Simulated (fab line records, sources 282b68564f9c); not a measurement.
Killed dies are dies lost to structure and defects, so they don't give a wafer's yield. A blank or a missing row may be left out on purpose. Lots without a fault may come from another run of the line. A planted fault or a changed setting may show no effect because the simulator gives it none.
A struck lot beside a sound one | flow rit_cmos | 23 steps out of a route of 202
Sound: wafers L896.1, L896.4, L896.6. Struck: wafers L905.2, L905.3, L905.4. The cause comes at the end.
At each step with rows: each side's tool, then ch and its chambers, then its first start. Under that, the readings that differ: sound wafers | struck wafers | difference of the means | sigmas: that difference in standard deviations of wafers without a fault.
alike: readings whose means differ by less than 2 such deviations, and words and numbers that are the same on both sides. not compared: withheld readings, readings that some wafer has no value for, bounds like >300 that may hide the same value, and numbers for which the record gives no deviation and whose values overlap.
The two part at a step that has a row with sigmas, a row that says differs or no value, or rows on one side only. Numbers that don't overlap but have no deviation are shown without sigmas and don't part them. A reading that every wafer of one side lacks parts them only if that side has two wafers or more.

first, 5 steps without rows for these wafers: RIT_GATE_WET_ETCH_00 (etches SiO2 in BOE, target depth 56 nm, time 60 s); RIT_GATE_CLEAN_01 (cleans in SC1, time 600 s); RIT_GATE_CLEAN_02 (cleans in dHF, time 30 s); RIT_GATE_CLEAN_03 (cleans in SC2, time 600 s); RIT_GATE_CLEAN_04 (cleans in dHF, time 60 s).
RIT_FOX2_THK_MEAS_91:
  sound on film_metro-01, day 3 23:56; struck on film_metro-02, day 5 13:29
  alike: FIELD_OXIDE_LEFT_2_THK
then, 2 steps without rows for these wafers: RIT_GATE_OXIDATION_05 (target thk 3 nm, ox time 270 s); RIT_GATE_ANNEAL_06 (time 600 s).
RIT_GATE_THK_MEAS_07:
  sound on film_metro-01, day 4 05:51; struck on film_metro-04, day 5 15:05
  alike: GATE_OXIDE_THK
then, 1 step without rows for these wafers: RIT_GATE_CVD_08 (deposits poly-Si from SiH4, target thk 250 nm, time 2220 s).
RIT_GATE_THK_MEAS_09:
  sound on film_metro-02, day 4 07:32; struck on film_metro-01, day 5 17:34
  alike: GATE_POLY_THK
then, 1 step without rows for these wafers: RIT_GATE_HMDS_10 (prime time 60 s).
RIT_GATE_COAT_11: resist thk 850 nm.
  sound on litho_track-01 ch 0, day 4 07:50; struck on litho_track-03 ch 0, day 5 17:48
  reading                                   | sound           | struck            | difference | sigmas
  model.NOVOLAK_of_GATE_COAT_11.thk_nm (nm) | 850 849.5 850.8 | 918.6 921.5 915.9 | +68.6      |
then, 4 steps without rows for these wafers: RIT_GATE_SOFTBAKE_12 (time 60 s); RIT_GATE_EXPOSE_13 (exposes mask M6, target cd 150 nm); RIT_GATE_PEB_14; RIT_GATE_DEVELOP_15 (develop time 50 s).
RIT_GATE_CD_MEAS_16: target cd 150 nm.
  sound on cd_sem-02, day 4 08:41; struck on cd_sem-01, day 5 18:30
  reading    | sound             | struck            | difference | sigmas
  cd_nm (nm) | 153.6 149.7 151.6 | 162.6 163.7 163.2 | +11.5      | +5
RIT_GATE_OVL_MEAS_17:
  sound on overlay-02, day 4 08:49; struck on overlay-01, day 5 18:36
  alike: GATE_OVL
then, 1 step without rows for these wafers: RIT_GATE_HARDBAKE_18 (time 60 s).
RIT_GATE_ETCH_19: etches poly-Si in SF6/CHF3/O2, stops on SiO2, time 165 s, target depth 312.5 nm.
  sound on rie_si-01 ch 1,2, day 4 09:00; struck on rie_si-02 ch 0,1,3, day 5 18:47
  reading                                   | sound             | struck            | difference | sigmas
  model.NOVOLAK_of_GATE_COAT_11.thk_nm (nm) | 671.7 672.3 671.6 | 730.1 731.5 724.3 | +56.8      |
  model.GATE.cd_nm (nm)                     | 153.9 149.7 151.4 | 162.2 163.9 163.3 | +11.5      |
  alike: drypump_motor_current_A, oes_product_au, throttle_valve_pct
  not compared: rf_hours_counter_h
RIT_GATE_STRIP_20: strips in O2, time 180 s.
  sound on plasma_asher-03 ch 0,1, day 4 09:07; struck on plasma_asher-04 ch 0,1, day 5 18:53
  alike: drypump_motor_current_A, rf_refl_power_W
  not compared: rf_hours_counter_h
RIT_M1_PROBE_99:
  the record has rows for the struck wafers here (prober-01, day 6 16:29) and none for the sound ones

WHERE THEY PART
First at RIT_GATE_CD_MEAS_16; last, within this record, at RIT_M1_PROBE_99.

WHY: what the simulator had put in
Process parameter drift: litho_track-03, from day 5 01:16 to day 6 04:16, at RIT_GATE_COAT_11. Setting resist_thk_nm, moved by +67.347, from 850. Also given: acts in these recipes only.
